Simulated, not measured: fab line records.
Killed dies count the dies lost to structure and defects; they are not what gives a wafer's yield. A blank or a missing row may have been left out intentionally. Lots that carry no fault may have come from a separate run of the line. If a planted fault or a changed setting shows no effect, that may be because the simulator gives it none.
The tool behind it: which one? -- flow berkeley-cmos170 -- 7 lots, 21 wafers sampled, at 3 steps of a route of 331

## WHAT EACH GAUGE READ, for each wafer
UCB170_PVT_OVL_MEAS_06.
lot,measured,on,PVT_OVL (nm)
L658,day 7 10:52,overlay-02,4 -1 -7
L661,day 7 10:19,overlay-02,-4 -10 -5
L664,day 8 00:40,overlay-02,-2 -1 -5
L666,day 8 17:37,overlay-02,0 12 -1
L678,day 10 21:10,overlay-01,0 2 -4

## EACH LOT AND THE TOOL THAT RAN IT (in order: tool; ch and the chambers of the sampled wafers; start)
lot,UCB170_ZERO_STRIP_07,UCB170_ACTIVE_PEB_11
L658,"plasma-asher-03 ch 0,1, day 2 11:38","litho-track-03 ch 0, day 5 15:47"
L661,"plasma-asher-04 ch 0,1, day 2 19:29","litho-track-02 ch 0, day 5 15:53"
L664,"plasma-asher-03 ch 0,1, day 3 05:28","litho-track-02 ch 0, day 5 23:34"
L666,"plasma-asher-04 ch 0,1, day 3 17:55","litho-track-02 ch 0, day 6 21:32"
L675,"plasma-asher-04 ch 0,1, day 5 14:43","litho-track-03, day 8 17:00"
L676,"plasma-asher-01 ch 0,1, day 5 21:14","litho-track-04, day 8 16:37"
L678,"plasma-asher-04 ch 0,1, day 6 06:56","litho-track-03 ch 0, day 9 05:42"
- UCB170_ZERO_STRIP_07: strips in O2.
- UCB170_ACTIVE_PEB_11

## THE ANSWER, worked out from the rows above alone
Rule: usual is defined by the lots themselves. Put in order of their means at a reading, lots are off if they are a third of the lots or fewer, leave a main group of 4 or more, and stand apart from it by a gap of 3 or more times the standard deviation of the main group's means; of several such gaps the widest counts. Not used: any main group whose means are identical at the precision the tables above print for the reading. Also off: a lot with no number at a reading for which 4 or more lots have one. All remaining lots with rows at the step are treated as sound.
Across all readings shown, no lot is off: no conclusion can be drawn from this.

## WHAT WAS PUT IN BY THE SIMULATOR
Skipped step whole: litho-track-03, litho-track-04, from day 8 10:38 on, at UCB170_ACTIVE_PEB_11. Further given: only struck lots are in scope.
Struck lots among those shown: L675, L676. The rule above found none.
